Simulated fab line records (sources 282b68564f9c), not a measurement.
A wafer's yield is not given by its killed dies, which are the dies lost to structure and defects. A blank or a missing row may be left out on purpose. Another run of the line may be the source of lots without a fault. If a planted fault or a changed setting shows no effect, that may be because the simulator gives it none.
fab line records    flow rit-cmos
[record] lots = 6  wafers = 18  last-day = 7
route steps=202 shown PLDD@116 SPACER@125 NSD@131 PSD@142 SDANNEAL@153 SILICIDE@161 M1@202
lots with no fault: from the same line, run without faults
start-h: hours from the record's first day to the start of the lot's first wafer shown    wait-h: hours elapsed since this lot's preceding step    " unchanged from the row above    L1.1+2: one row covering several wafers at once    - either no value or no given start    * or withheld: withheld    < > ~ a bound
route shown NAME@n: NAME is a module with steps in the file, n the number in the route of the first one    usual: mean and standard deviation over wafers with no fault    same: alike in all rows    chamber/n: place in a boat    sites: per-site readings    _std_site: the values' standard deviation    _edge_site: inner sites' mean taken away from outer sites' mean    radius-mm: how far each site lies from the wafer's centre    mask NAME#n: copy n    behind: the most recent tool/chamber to have shaped the wafer    hold: reason for holding the lot/hours on hold/outcome of the hold    device: names the non-switching transistor (n, p or np)    end of line: the same wafers' tests at the end of the route    where a step has no rows: the recipe by itself    killed: dies that structure and defects cost at the first sort, which is not the same as the wafer's yield    map: shows each die of a wafer: x if killed, . if not, _ if none is there
set.NAME: the setting as run; set.NAME@STEP: as run at that earlier step    model.NAME: the simulator's own value behind a step, which no gauge read
lots at selected steps of the route; one table per step, one row per wafer
services: when a tool's chamber went out of use (start-h, in hours from the record's first day, below 0 if earlier), for how many hours, and the reason
[[steps]]
[step RIT_PLDD_SOFTBAKE_02]
[recipe] resist = NOVOLAK  temp-c = 90  time-s = 60
[step RIT_PLDD_EXPOSE_03]
[recipe] mask-id = M8  na = 0.57  target-cd-nm = 40900  dose-mj = 250
[step RIT_PLDD_PEB_04]
[recipe] resist = NOVOLAK  temp-c = withheld  time-s = withheld
[step RIT_PLDD_DEVELOP_05]
[recipe] resist = NOVOLAK  develop-time-s = 50  dev-temp-c = 23
[step RIT_PLDD_OVL_MEAS_06]
[usual] PLDD_OVL = 0.0/1.4
lot.wafer  tool        chamber  start-h  wait-h  PLDD_OVL[nm]
L591.2     overlay-01  -        59.71    -       -0.4
L591.4     "           -        "        "       0.7
L591.6     "           -        "        "       -0.4
L593.1     overlay-01  -        68.37    -       1.9
L593.2     "           -        "        "       1.8
L593.3     "           -        "        "       -1.6
L606.1     overlay-01  -        130.71   -       -1.2
L606.3     "           -        "        "       -1.8
L606.6     "           -        "        "       1.3
L607.3     overlay-01  -        137.68   -       0.2
L607.5     "           -        "        "       0.3
L607.6     "           -        "        "       -1.3
L608.1     overlay-01  -        142.22   -       1.8
L608.5     "           -        "        "       1.1
L608.6     "           -        "        "       1.9
L610.1     overlay-02  -        154.62   -       -2.0
L610.3     "           -        "        "       -0.5
L610.4     "           -        "        "       -1.2
[step RIT_PLDD_HARDBAKE_07]
[recipe] resist = NOVOLAK  temp-c = 140  time-s = 60
[step RIT_PLDD_IMPLANT_08]
[recipe] species = BF2  energy-kev = 20  dose-cm2 = 9e+14  tilt-deg = 7
[step RIT_PLDD_STRIP_09]
[recipe] chemistry = O2  time-s = 180  resist = NOVOLAK  platen-temp-c = withheld  power-w = 500  pressure-mtorr = 4000  o2-flow-sccm = 4000
[usual] drypump-motor-current-A = 5.4/0.37  o2-flow-sccm = 4001/12
lot.wafer  tool             chamber  start-h  wait-h  drypump-motor-current-A  o2-flow-sccm  rf-hours-counter-h
L591.2     plasma-asher-02  0        60.12    0.1     5.6                      4000          40
L591.4     "                1        "        "       4.9                      4004          -
L591.6     "                1        "        "       4.9                      3989          -
L593.1     plasma-asher-02  1        68.82    0.1     4.9                      3996          41
L593.2     "                0        "        "       5.6                      4002          41
L593.3     "                0        "        "       5.6                      4001          -
L606.1     plasma-asher-03  0        131.29   0.1     5.1                      4002          50
L606.3     "                1        "        "       5.4                      3981          -
L606.6     "                0        "        "       5.1                      3994          -
L607.3     plasma-asher-03  0        138.06   0.1     5.1                      3990          -
L607.5     "                1        "        "       5.5                      4004          -
L607.6     "                0        "        "       5.1                      3991          -
L608.1     plasma-asher-04  0        142.56   0.1     6.1                      4001          36
L608.5     "                0        "        "       6.1                      3997          -
L608.6     "                1        "        "       5.3                      4010          -
L610.1     plasma-asher-03  1        155.01   0.1     5.5                      4005          52
L610.3     "                0        "        "       5.1                      4028          -
L610.4     "                1        "        "       5.5                      4011          -
[step RIT_PLDD_TW_MEAS_10]
[usual] PLDD_TW = 2348/13
lot.wafer  tool           chamber  start-h  wait-h  PLDD_TW
L591.2     film-metro-02  -        60.31    0.1     2346
L591.4     "              -        "        "       2357
L591.6     "              -        "        "       2350
L593.1     film-metro-04  -        68.99    0.1     2363
L593.2     "              -        "        "       2366
L593.3     "              -        "        "       2368
L606.1     film-metro-02  -        131.47   0.1     2346
L606.3     "              -        "        "       2336
L606.6     "              -        "        "       2347
L607.3     film-metro-02  -        138.20   0.1     2348
L607.5     "              -        "        "       2344
L607.6     "              -        "        "       2333
L608.1     film-metro-03  -        142.73   0.1     2325
L608.5     "              -        "        "       2337
L608.6     "              -        "        "       2338
L610.1     film-metro-04  -        155.18   0.1     2367
L610.3     "              -        "        "       2347
L610.4     "              -        "        "       2370
[step RIT_SPACER_CLEAN_00]
[recipe] chemistry = SC1  mix = 3:3:50  time-s = 600  temp-c = 75
[step RIT_SPACER_CLEAN_01]
[recipe] chemistry = dHF  dilution = 50:1  time-s = 30
[step RIT_SPACER_CLEAN_02]
[recipe] chemistry = SC2  mix = 3:3:50  time-s = 600  temp-c = 75  dry = n2-spin
[step RIT_SPACER_CVD_03]
[recipe] material = Si3N4  target-thk-nm = 250  temp-c = 810  precursor = SiH2Cl2/NH3  time-s = 3300  pressure-mtorr = 300  sih2cl2-flow-sccm = 60  nh3-flow-sccm = 150
[usual] pressure-mtorr = 299.8/0.61  zone-power-load-pct = 20.0/1.8
lot.wafer  tool      chamber  start-h  wait-h  pressure-mtorr  zone-power-load-pct  model.Si3N4_of_SPACER_CVD_03.thk-nm
L591.2     lpcvd-01  1        60.76    0.0     299.8           21.3                 248.3
L591.4     "         1        "        "       298.8           21.4                 251.3
L591.6     "         1        "        "       299.5           21.8                 249.8
L593.1     lpcvd-01  1        69.47    0.0     299.6           21.3                 251.5
L593.2     "         1        "        "       299.1           21.8                 250.9
L593.3     "         1        "        "       299.0           21.2                 252.8
L606.1     lpcvd-01  1        131.91   0.0     300.1           21.5                 282.1
L606.3     "         1        "        "       299.5           21.8                 282.3
L606.6     "         1        "        "       300.5           21.7                 283.9
L607.3     lpcvd-01  1        138.62   0.0     299.4           21.4                 279.4
L607.5     "         1        "        "       300.2           21.4                 279.6
L607.6     "         1        "        "       300.9           21.3                 279.4
L608.1     lpcvd-02  1        143.16   0.0     300.3           20.7                 249.6
L608.5     "         1        "        "       299.0           21.0                 247.3
L608.6     "         1        "        "       300.0           21.1                 248.1
L610.1     lpcvd-02  0        155.61   0.0     299.3           17.3                 251.9
L610.3     "         0        "        "       300.1           17.0                 253
L610.4     "         0        "        "       300.7           17.1                 250.9
[step RIT_SPACER_THK_MEAS_04]
[recipe] reads = Si3N4_of_SPACER_CVD_03
[usual] SPACER_NITRIDE_THK = 251.7/2.5
lot.wafer  tool           chamber  start-h  wait-h  SPACER_NITRIDE_THK[nm]
L591.2     film-metro-04  -        62.68    0.0     248.6
L591.4     "              -        "        "       251.4
L591.6     "              -        "        "       250.0
L593.1     film-metro-01  -        71.38    0.0     251.4
L593.2     "              -        "        "       250.9
L593.3     "              -        "        "       252.9
L606.1     film-metro-02  -        133.83   0.0     282.2
L606.3     "              -        "        "       282.2
L606.6     "              -        "        "       283.8
L607.3     film-metro-02  -        140.56   0.0     279.3
L607.5     "              -        "        "       279.6
L607.6     "              -        "        "       279.3
L608.1     film-metro-01  -        145.08   0.0     249.5
L608.5     "              -        "        "       247.2
L608.6     "              -        "        "       248.2
L610.1     film-metro-04  -        157.53   0.0     252.0
L610.3     "              -        "        "       252.9
L610.4     "              -        "        "       251.2
[step RIT_SPACER_ETCHBACK_05]
[recipe] target-depth-a = 2500  SF6_flow_sccm = 30  CHF3_flow_sccm = 30  target = Si3N4  chemistry = SF6/CHF3  pressure-mtorr = 40  rf-w = 250  time-s = 240  stop-on = SiO2
[usual] CHF3_flow_sccm = 29.98/0.075  drypump-motor-current-A = 5.8/0.36  oes-product-au = 0.849/0.015  throttle-valve-pct = 10.35/0.19
lot.wafer  tool         chamber  start-h  wait-h  CHF3_flow_sccm  drypump-motor-current-A  oes-product-au  rf-hours-counter-h  throttle-valve-pct  model.etch.depth-nm
L591.2     rie-diel-01  3        62.73    0.0     29.87           5.2                      0.855           22                  10.62               248.3
L591.4     "            0        "        "       29.99           5.7                      0.826           -                   10.59               251.3
L591.6     "            1        "        "       30.09           5.5                      0.864           -                   10.32               249.8
L593.1     rie-diel-01  0        71.44    0.1     29.82           5.7                      0.829           39                  10.59               251.5
L593.2     "            2        "        "       29.94           6.0                      0.862           142                 10.25               250.9
L593.3     "            1        "        "       30.00           5.5                      0.863           47                  10.34               252.8
L606.1     rie-diel-04  3        133.89   0.1     30.14           5.8                      0.911           54                  10.22               282.1
L606.3     "            0        "        "       29.98           6.0                      0.927           92                  10.49               282.3
L606.6     "            2        "        "       30.16           5.4                      0.951           -                   10.23               283.9
L607.3     rie-diel-04  3        140.60   0.0     30.04           5.9                      0.903           54                  10.23               279.4
L607.5     "            2        "        "       29.98           5.4                      0.929           -                   10.22               279.6
L607.6     "            1        "        "       29.86           6.5                      0.928           -                   10.21               279.4
L608.1     rie-diel-01  3        145.14   0.1     29.92           5.3                      0.849           23                  10.62               249.6
L608.5     "            0        "        "       29.94           5.7                      0.823           -                   10.58               247.3
L608.6     "            1        "        "       29.91           5.4                      0.850           -                   10.32               248.1
L610.1     rie-diel-01  0        157.59   0.1     30.06           5.7                      0.825           41                  10.58               251.9
L610.3     "            1        "        "       30.04           5.4                      0.865           48                  10.34               253
L610.4     "            2        "        "       29.91           6.0                      0.871           143                 10.24               250.9
[step RIT_NSD_HMDS_00]
[recipe] prime-time-s = 60  prime-temp-c = 140
[step RIT_NSD_COAT_01]
[recipe] resist = NOVOLAK  spin-rpm = 3250  resist-thk-nm = 1000
[step RIT_NSD_SOFTBAKE_02]
[recipe] resist = NOVOLAK  temp-c = 90  time-s = 60
[step RIT_NSD_EXPOSE_03]
[recipe] mask-id = M9  na = 0.57  target-cd-nm = 40700  dose-mj = 250
[step RIT_NSD_PEB_04]
[recipe] resist = NOVOLAK  temp-c = withheld  time-s = withheld
[step RIT_NSD_DEVELOP_05]
[recipe] resist = NOVOLAK  develop-time-s = 50  dev-temp-c = 23
[step RIT_NSD_OVL_MEAS_06]
[usual] NSD_OVL = 0.0/1.5
lot.wafer  tool        chamber  start-h  wait-h  NSD_OVL[nm]
L591.2     overlay-01  -        63.87    -       1.3
L591.4     "           -        "        "       -0.4
L591.6     "           -        "        "       -1.5
L593.1     overlay-01  -        74.93    -       -1.2
L593.2     "           -        "        "       -1.4
L593.3     "           -        "        "       0.9
L606.1     overlay-02  -        135.01   -       1.4
L606.3     "           -        "        "       -1.6
L606.6     "           -        "        "       -0.4
L607.3     overlay-02  -        141.74   -       0.0
L607.5     "           -        "        "       -1.5
L607.6     "           -        "        "       -0.2
L608.1     overlay-02  -        146.26   -       1.4
L608.5     "           -        "        "       0.0
L608.6     "           -        "        "       -0.4
L610.1     overlay-02  -        159.77   -       -2.5
L610.3     "           -        "        "       -2.0
L610.4     "           -        "        "       -0.8
[step RIT_NSD_HARDBAKE_07]
[recipe] resist = NOVOLAK  temp-c = 140  time-s = 60
[step RIT_NSD_IMPLANT_08]
[recipe] species = P  energy-kev = 25  dose-cm2 = 1e+15  tilt-deg = 7
[step RIT_NSD_STRIP_09]
[recipe] chemistry = O2  time-s = 180  resist = NOVOLAK  platen-temp-c = withheld  power-w = 500  pressure-mtorr = 4000  o2-flow-sccm = 4000
[usual] drypump-motor-current-A = 5.6/0.36  o2-flow-sccm = 4000/11
lot.wafer  tool             chamber  start-h  wait-h  drypump-motor-current-A  o2-flow-sccm  rf-hours-counter-h
L591.2     plasma-asher-03  1        64.20    0.1     5.5                      3990          42
L591.4     "                0        "        "       5.1                      4001          -
L591.6     "                1        "        "       5.5                      3999          -
L593.1     plasma-asher-01  1        75.38    0.1     5.8                      4004          44
L593.2     "                0        "        "       5.9                      4000          44
L593.3     "                1        "        "       5.8                      3996          -
L606.1     plasma-asher-01  1        135.35   0.1     5.8                      3999          2
L606.3     "                0        "        "       5.9                      4012          -
L606.6     "                1        "        "       5.8                      4009          -
L607.3     plasma-asher-02  1        142.12   0.1     4.9                      4003          -
L607.5     "                1        "        "       4.9                      3983          -
L607.6     "                0        "        "       5.6                      4001          -
L608.1     plasma-asher-03  1        146.60   0.1     5.5                      4015          51
L608.5     "                1        "        "       5.5                      4014          -
L608.6     "                0        "        "       5.1                      4010          -
L610.1     plasma-asher-01  0        160.10   0.1     5.9                      3995          5
L610.3     "                0        "        "       5.9                      4002          -
L610.4     "                1        "        "       5.8                      4010          -
[step RIT_NSD_TW_MEAS_10]
[usual] NSD_TW = 3120/20
lot.wafer  tool           chamber  start-h  wait-h  NSD_TW
L591.2     film-metro-03  -        64.38    0.1     3093
L591.4     "              -        "        "       3101
L591.6     "              -        "        "       3083
L593.1     film-metro-02  -        75.56    0.1     3140
L593.2     "              -        "        "       3146
L593.3     "              -        "        "       3128
L606.1     film-metro-04  -        135.52   0.1     3122
L606.3     "              -        "        "       3123
L606.6     "              -        "        "       3121
L607.3     film-metro-03  -        142.26   0.1     3089
L607.5     "              -        "        "       3101
L607.6     "              -        "        "       3112
L608.1     film-metro-04  -        146.77   0.1     3153
L608.5     "              -        "        "       3152
L608.6     "              -        "        "       3132
L610.1     film-metro-04  -        160.28   0.1     3143
L610.3     "              -        "        "       3138
L610.4     "              -        "        "       3128
[step RIT_PSD_HMDS_00]
[recipe] prime-time-s = 60  prime-temp-c = 140
[step RIT_PSD_COAT_01]
[recipe] resist = NOVOLAK  spin-rpm = 3250  resist-thk-nm = 1000
[step RIT_PSD_SOFTBAKE_02]
[recipe] resist = NOVOLAK  temp-c = 90  time-s = 60
[step RIT_PSD_EXPOSE_03]
[recipe] mask-id = M10  na = 0.57  target-cd-nm = 40900  dose-mj = 250
[step RIT_PSD_PEB_04]
[recipe] resist = NOVOLAK  temp-c = withheld  time-s = withheld
[step RIT_PSD_DEVELOP_05]
[recipe] resist = NOVOLAK  develop-time-s = 50  dev-temp-c = 23
[step RIT_PSD_OVL_MEAS_06]
[usual] PSD_OVL = 0.9/1.3
lot.wafer  tool        chamber  start-h  wait-h  PSD_OVL[nm]
L591.2     overlay-02  -        65.44    -       1.3
L591.4     "           -        "        "       -0.4
L591.6     "           -        "        "       -1.1
L593.1     overlay-02  -        76.77    -       0.0
L593.2     "           -        "        "       -0.3
L593.3     "           -        "        "       0.2
L606.1     overlay-02  -        136.51   -       -0.6
L606.3     "           -        "        "       -0.4
L606.6     "           -        "        "       -0.9
L607.3     overlay-02  -        143.27   -       0.7
L607.5     "           -        "        "       0.7
L607.6     "           -        "        "       0.1
L608.1     overlay-01  -        147.88   -       -0.3
L608.5     "           -        "        "       3.0
L608.6     "           -        "        "       2.8
L610.1     overlay-02  -        161.19   -       -0.1
L610.3     "           -        "        "       0.4
L610.4     "           -        "        "       1.6
[step RIT_PSD_HARDBAKE_07]
[recipe] resist = NOVOLAK  temp-c = 140  time-s = 60
[step RIT_PSD_IMPLANT_08]
[recipe] species = BF2  energy-kev = 27  dose-cm2 = 5e+15  tilt-deg = 7
[step RIT_PSD_STRIP_09]
[recipe] chemistry = O2  time-s = 180  resist = NOVOLAK  platen-temp-c = withheld  power-w = 500  pressure-mtorr = 4000  o2-flow-sccm = 4000
[usual] drypump-motor-current-A = 5.7/0.4  o2-flow-sccm = 4000/12
lot.wafer  tool             chamber  start-h  wait-h  drypump-motor-current-A  o2-flow-sccm  rf-hours-counter-h
L591.2     plasma-asher-04  0        65.77    0.1     6.1                      4006          27
L591.4     "                0        "        "       6.1                      4030          -
L591.6     "                1        "        "       5.2                      3984          -
L593.1     plasma-asher-04  1        77.14    0.1     5.3                      4011          28
L593.2     "                0        "        "       6.1                      3991          28
L593.3     "                1        "        "       5.2                      3991          -
L606.1     plasma-asher-01  0        136.84   0.1     5.9                      4006          2
L606.3     "                0        "        "       5.9                      3983          -
L606.6     "                1        "        "       5.8                      4018          -
L607.3     plasma-asher-04  0        143.65   0.1     6.1                      3995          -
L607.5     "                0        "        "       6.1                      4004          -
L607.6     "                1        "        "       5.3                      4006          -
L608.1     plasma-asher-01  0        148.22   0.1     5.9                      3991          3
L608.5     "                1        "        "       5.8                      3996          -
L608.6     "                0        "        "       5.9                      3986          -
L610.1     plasma-asher-02  0        161.52   0.1     5.6                      4004          50
L610.3     "                0        "        "       5.6                      4010          -
L610.4     "                1        "        "       4.9                      3989          -
[step RIT_PSD_TW_MEAS_10]
[usual] PSD_TW = 3427/20
lot.wafer  tool           chamber  start-h  wait-h  PSD_TW
L591.2     film-metro-04  -        65.95    0.1     3464
L591.4     "              -        "        "       3454
L591.6     "              -        "        "       3443
L593.1     film-metro-02  -        77.32    0.1     3437
L593.2     "              -        "        "       3450
L593.3     "              -        "        "       3450
L606.1     film-metro-03  -        137.02   0.1     3427
L606.3     "              -        "        "       3421
L606.6     "              -        "        "       3409
L607.3     film-metro-04  -        143.79   0.1     3435
L607.5     "              -        "        "       3417
L607.6     "              -        "        "       3449
L608.1     film-metro-03  -        148.40   0.1     3407
L608.5     "              -        "        "       3414
L608.6     "              -        "        "       3414
L610.1     film-metro-03  -        161.70   0.1     3426
L610.3     "              -        "        "       3430
L610.4     "              -        "        "       3428
[step RIT_SDANNEAL_CLEAN_00]
[recipe] chemistry = SC1  mix = 3:3:50  time-s = 600  temp-c = 75
[step RIT_SDANNEAL_CLEAN_01]
[recipe] chemistry = dHF  dilution = 50:1  time-s = 30
[step RIT_SDANNEAL_CLEAN_02]
[recipe] chemistry = SC2  mix = 3:3:50  time-s = 600  temp-c = 75  dry = n2-spin
[step RIT_SDANNEAL_RTA_03]
[recipe] temp-c = 1050  time-s = 5  idle-temp-c = 600  ramp-up-c-per-s = 342  ramp-down-c-per-s = 171  cool-to-c = 600  ambient = N2
[usual] wafer_temp_C_max = 1053.5/1.2
lot.wafer  tool           chamber  start-h  wait-h  wafer_temp_C_max
L591.2     rtp-anneal-01  0        66.41    0.0     1053.1
L591.4     "              0        "        "       1053.8
L591.6     "              0        "        "       1052.5
L593.1     rtp-anneal-01  0        77.76    0.0     1053.3
L593.2     "              0        "        "       1053.3
L593.3     "              0        "        "       1052.2
L606.1     rtp-anneal-02  0        137.53   0.0     1051.8
L606.3     "              0        "        "       1053.9
L606.6     "              0        "        "       1057.0
L607.3     rtp-anneal-01  0        144.22   0.0     1052.9
L607.5     "              0        "        "       1055.1
L607.6     "              0        "        "       1055.9
L608.1     rtp-anneal-02  0        148.85   0.0     1052.1
L608.5     "              0        "        "       1056.6
L608.6     "              0        "        "       1053.4
L610.1     rtp-anneal-02  0        162.16   0.0     1052.6
L610.3     "              0        "        "       1055.0
L610.4     "              0        "        "       1053.9
[step RIT_SDANNEAL_RS_MEAS_04]
[recipe] thk-meas-gauge = four-point-probe
[usual] PSD_RS = 115.9/0.31
lot.wafer  tool           chamber  start-h  wait-h  PSD_RS[ohm/sq]
L591.2     film-metro-03  -        66.48    0.1     116.2
L591.4     "              -        "        "       115.9
L591.6     "              -        "        "       115.8
L593.1     film-metro-04  -        77.82    0.0     116.5
L593.2     "              -        "        "       116.4
L593.3     "              -        "        "       116.4
L606.1     film-metro-03  -        137.59   0.0     115.6
L606.3     "              -        "        "       115.6
L606.6     "              -        "        "       115.4
L607.3     film-metro-02  -        144.29   0.1     115.9
L607.5     "              -        "        "       116.4
L607.6     "              -        "        "       116.2
L608.1     film-metro-02  -        148.97   0.1     115.9
L608.5     "              -        "        "       115.4
L608.6     "              -        "        "       115.8
L610.1     film-metro-03  -        162.27   0.1     116.2
L610.3     "              -        "        "       116.1
L610.4     "              -        "        "       116.6
[step RIT_SILICIDE_WET_ETCH_00]
[recipe] chemistry = BOE  target = SiO2  target-depth-nm = 14  time-s = 15  dry = n2-spin  dilution = 10:1  temp-c = 21.5
lot.wafer  tool          chamber  start-h  wait-h  model.Si3N4_of_SPACER_CVD_03.thk-nm
L591.2     wet-bench-03  1        66.94    0.1     193.8
L591.4     "             1        "        "       195.8
L591.6     "             1        "        "       193.9
L593.1     wet-bench-02  2        78.30    0.1     195.7
L593.2     "             2        "        "       195.4
L593.3     "             2        "        "       195.9
L606.1     wet-bench-02  1        138.07   0.1     218.7
L606.3     "             1        "        "       220
L606.6     "             1        "        "       222.3
L607.3     wet-bench-03  1        144.73   0.1     217
L607.5     "             1        "        "       219.1
L607.6     "             1        "        "       218.2
L608.1     wet-bench-02  3        149.45   0.1     193.2
L608.5     "             3        "        "       191.9
L608.6     "             3        "        "       191
L610.1     wet-bench-04  2        162.75   0.1     195.7
L610.3     "             2        "        "       195.5
L610.4     "             2        "        "       195
[step RIT_M1_PROBE_99]
[usual] killed-at-contacts = 0.0/0.22  killed-at-front-end = 7/3.1  killed-dies = 7/3.1  killed-open = 3.5/2  killed-short = 3.3/2
[same] gross-dies = 264  killed_at_M0_to_M3 = 0  killed_at_M4_up = 0  killed-at-back-side = 0  killed-at-other = 0
lot.wafer  tool       chamber  start-h  wait-h  killed-at-contacts  killed-at-front-end  killed-dies  killed-open  killed-short  model.etest.nmos_0p15.r-on-ohm-um  model.etest.pplus-sal.width-nm  model.etest.nplus-sal.width-nm  model.etest.pwell-pinched.rs-ohm-sq  model.etest.nwell-pinched.rs-ohm-sq  model.etest.contact-nplus.end-ohm-um  model.etest.field-p-metal.vt-v  model.etest.diode-nplus-comb.leak-log10-a-cm2
L591.2     prober-02  -        74.39    0.1     0                   3                    3            2            1             1081                               3452                            3449                            456.9                                339.9                                42.62                                 -28.95                          -5.138
L591.4     prober-02  -        74.49    0.2     0                   7                    7            4            3             1072                               3439                            3461                            453.3                                337.6                                41.84                                 -29.46                          -5.231
L591.6     prober-02  -        74.59    0.2     0                   10                   10           7            3             1092                               3458                            3467                            460.6                                344.2                                43.72                                 -28.87                          -5.389
L593.1     prober-02  -        85.25    0.1     0                   5                    5            2            3             1125                               3454                            3454                            459                                  339.5                                42.72                                 -28.88                          -5.181
L593.2     prober-02  -        85.30    0.1     0                   2                    2            1            1             1121                               3443                            3448                            455.5                                339.1                                44.69                                 -29                             -5.108
L593.3     prober-02  -        85.35    0.2     0                   11                   11           5            6             1151                               3443                            3447                            457.6                                338.6                                44.18                                 -29.11                          -5.045
L606.1     prober-01  -        145.99   0.1     0                   9                    9            2            7             1058                               3358                            3365                            444.7                                321.9                                40.44                                 -30.02                          -5.658
L606.3     prober-01  -        146.09   0.2     0                   8                    8            5            3             1066                               3369                            3348                            446.2                                318                                  39.93                                 -30.28                          -5.156
L606.6     prober-01  -        146.24   0.2     0                   5                    5            3            2             1046                               3353                            3343                            441.5                                315.8                                38.77                                 -30.63                          -5.535
L607.3     prober-02  -        152.67   0.2     1                   4                    5            2            3             1113                               3381                            3362                            444.8                                325.6                                38.85                                 -29.39                          -5.139
L607.5     prober-02  -        152.77   0.2     0                   4                    4            2            2             1110                               3368                            3348                            436.1                                318.4                                37.81                                 -30.2                           -5.317
L607.6     prober-02  -        152.82   0.2     0                   7                    7            4            3             1102                               3359                            3384                            443.2                                320.9                                39.03                                 -30.22                          -5.423
L608.1     prober-01  -        156.59   0.1     0                   3                    3            1            2             1175                               3435                            3452                            468.6                                342                                  42.59                                 -29.91                          -5.021
L608.5     prober-01  -        156.79   0.2     0                   4                    4            1            3             1211                               3450                            3457                            467.3                                342                                  42.17                                 -29.54                          -5.092
L608.6     prober-01  -        156.84   0.2     0                   6                    6            4            2             1229                               3457                            3471                            474.8                                347.8                                42.42                                 -29.59                          -4.932
L610.1     prober-01  -        169.77   0.1     0                   7                    7            5            2             1145                               3463                            3446                            460.4                                343.8                                41.1                                  -29.19                          -5.189
L610.3     prober-01  -        169.87   0.2     0                   6                    6            4            2             1172                               3473                            3451                            468.3                                342.7                                41.24                                 -28.9                           -5.195
L610.4     prober-01  -        169.92   0.2     0                   11                   11           9            2             1136                               3442                            3445                            465                                  339.8                                40.63                                 -28.9                           -5.183
// killed by level:class
L591.2 SPACER:geometric-particle:open=2 SILICIDE:geometric-particle:short=1
L591.4 FOX2:geometric-particle:short=2 GATE:geometric-particle:open=2 ACTIVE:geometric-particle:open=1 FOX2:geometric-particle:open=1 GATE:geometric-particle:short=1
L591.6 GATE:geometric-particle:open=2 REOX:geometric-particle:short=2 SPACER:geometric-particle:open=2 ACTIVE:geometric-particle:open=1 FOX2:geometric-particle:open=1 REOX:geometric-particle:open=1 SPACER:geometric-particle:short=1
L593.1 FOX1:geometric-particle:short=1 GATE:geometric-particle:open=1 GATE:geometric-particle:short=1 SILICIDE:geometric-particle:short=1 SILICIDE:geometric-particle:open=1
L593.2 GATE:geometric-particle:open=1 GATE:geometric-particle:short=1
L593.3 GATE:geometric-particle:short=3 FOX1:geometric-particle:open=2 GATE:geometric-particle:open=2 REOX:geometric-particle:short=2 FOX1:geometric-particle:short=1 REOX:geometric-particle:open=1
L606.1 FOX2:geometric-particle:short=2 SPACER:geometric-particle:short=2 FOX2:geometric-particle:open=1 GATE:geometric-particle:open=1 GATE:geometric-particle:short=1 REOX:geometric-particle:short=1 SILICIDE:geometric-particle:short=1
L606.3 GATE:geometric-particle:open=2 REOX:geometric-particle:open=2 SPACER:geometric-particle:short=2 FOX2:geometric-particle:open=1 GATE:geometric-particle:short=1
L606.6 FOX2:geometric-particle:open=1 GATE:geometric-particle:short=1 GATE:geometric-particle:open=1 REOX:geometric-particle:short=1 SPACER:geometric-particle:open=1
L607.3 SPACER:geometric-particle:short=2 GATE:geometric-particle:open=1 SPACER:geometric-particle:open=1 CONTACT:geometric-particle:short=1
L607.5 GATE:geometric-particle:open=2 GATE:geometric-particle:short=2
L607.6 GATE:geometric-particle:open=2 ACTIVE:geometric-particle:open=1 FOX1:geometric-particle:short=1 FOX2:geometric-particle:short=1 REOX:geometric-particle:open=1 REOX:geometric-particle:short=1
L608.1 SILICIDE:geometric-particle:short=2 REOX:geometric-particle:open=1
L608.5 GATE:geometric-particle:short=2 GATE:geometric-particle:open=1 REOX:geometric-particle:short=1
L608.6 GATE:geometric-particle:short=2 FOX1:geometric-particle:open=1 GATE:geometric-particle:open=1 SPACER:geometric-particle:open=1 SILICIDE:geometric-particle:open=1
L610.1 GATE:geometric-particle:open=3 GATE:geometric-particle:short=2 SPACER:geometric-particle:open=2
L610.3 FOX1:geometric-particle:open=2 GATE:geometric-particle:short=2 GATE:geometric-particle:open=1 SILICIDE:geometric-particle:open=1
L610.4 SILICIDE:geometric-particle:open=4 GATE:geometric-particle:open=2 FOX1:geometric-particle:open=1 FOX2:geometric-particle:open=1 GATE:geometric-particle:short=1 REOX:geometric-particle:short=1 SPACER:geometric-particle:open=1
[[services]]
tool             chamber  start-h  hours  kind
rtp-anneal-02    -        40.41    84.2   pm
rie-diel-01      -        54.27    2.8    pm
rie-diel-01      1        57.85    2.4    repair
plasma-asher-02  -        75.76    0.5    repair
rie-diel-01      2        78.85    6.7    repair
lpcvd-02         -        79.42    28.1   pm
plasma-asher-01  -        81.88    3.2    repair
rie-diel-04      -        91.95    0.8    repair
plasma-asher-01  -        108.75   9.0    pm
plasma-asher-01  0        108.75   9.0    vent-cycle
plasma-asher-01  1        108.75   9.0    vent-cycle
plasma-asher-01  -        110.76   0.7    repair
plasma-asher-01  0        117.75   -      clean
plasma-asher-01  1        117.75   -      clean
rie-diel-01      2        117.91   7.0    repair
plasma-asher-02  -        124.14   9.8    repair
rie-diel-01      -        129.66   14.6   pm
rie-diel-04      1        142.23   5.8    repair
rie-diel-04      -        146.34   1.0    repair
[[key]]
[first-sign] step = RIT_SPACER_THK_MEAS_04  reading = SPACER_NITRIDE_THK  direction = up  sigmas = 12  usual = 251.7  struck = 281.1
[effect] step = RIT_SPACER_ETCHBACK_05  reading = oes-product-au  direction = up  sigmas = 5  usual = 0.849  struck = 0.925
[model-effect] step = RIT_SPACER_CVD_03  value = Si3N4_of_SPACER_CVD_03.thk-nm  without = 251.1  struck = 281.1
[model-effect] step = RIT_SPACER_ETCHBACK_05  value = etch.depth-nm  without = 251.1  struck = 281.1
[model-effect] step = RIT_SILICIDE_WET_ETCH_00  value = Si3N4_of_SPACER_CVD_03.thk-nm  without = 195.7  struck = 219.2
[model-effect] step = RIT_M1_PROBE_99  value = etest.nmos_0p15.r-on-ohm-um  without = 1146  struck = 1083
met-at RIT_SPACER_CVD_03
struck-wafers L606.1,L606.3,L606.6,L607.3,L607.5,L607.6
tester-left-out L606,L607
onset-between 69.47 131.91
[fault] kind = process-parameter-drift  tool = lpcvd-01  chamber = 1  onset-h = 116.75  steps = RIT_SPACER_CVD_03  channel = target-thk-nm  offset = 30  shape = step  end-h = 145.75  acts-in = these-recipes-only  stated = 250
// tester-left-out: of these lots the tester's yield and bins aren't shown, on N5 and GAA mostly nor the transistor test; their killed dies are dies lost to structure and defects alone, not to doping, threshold or leakage, so they don't give the yield
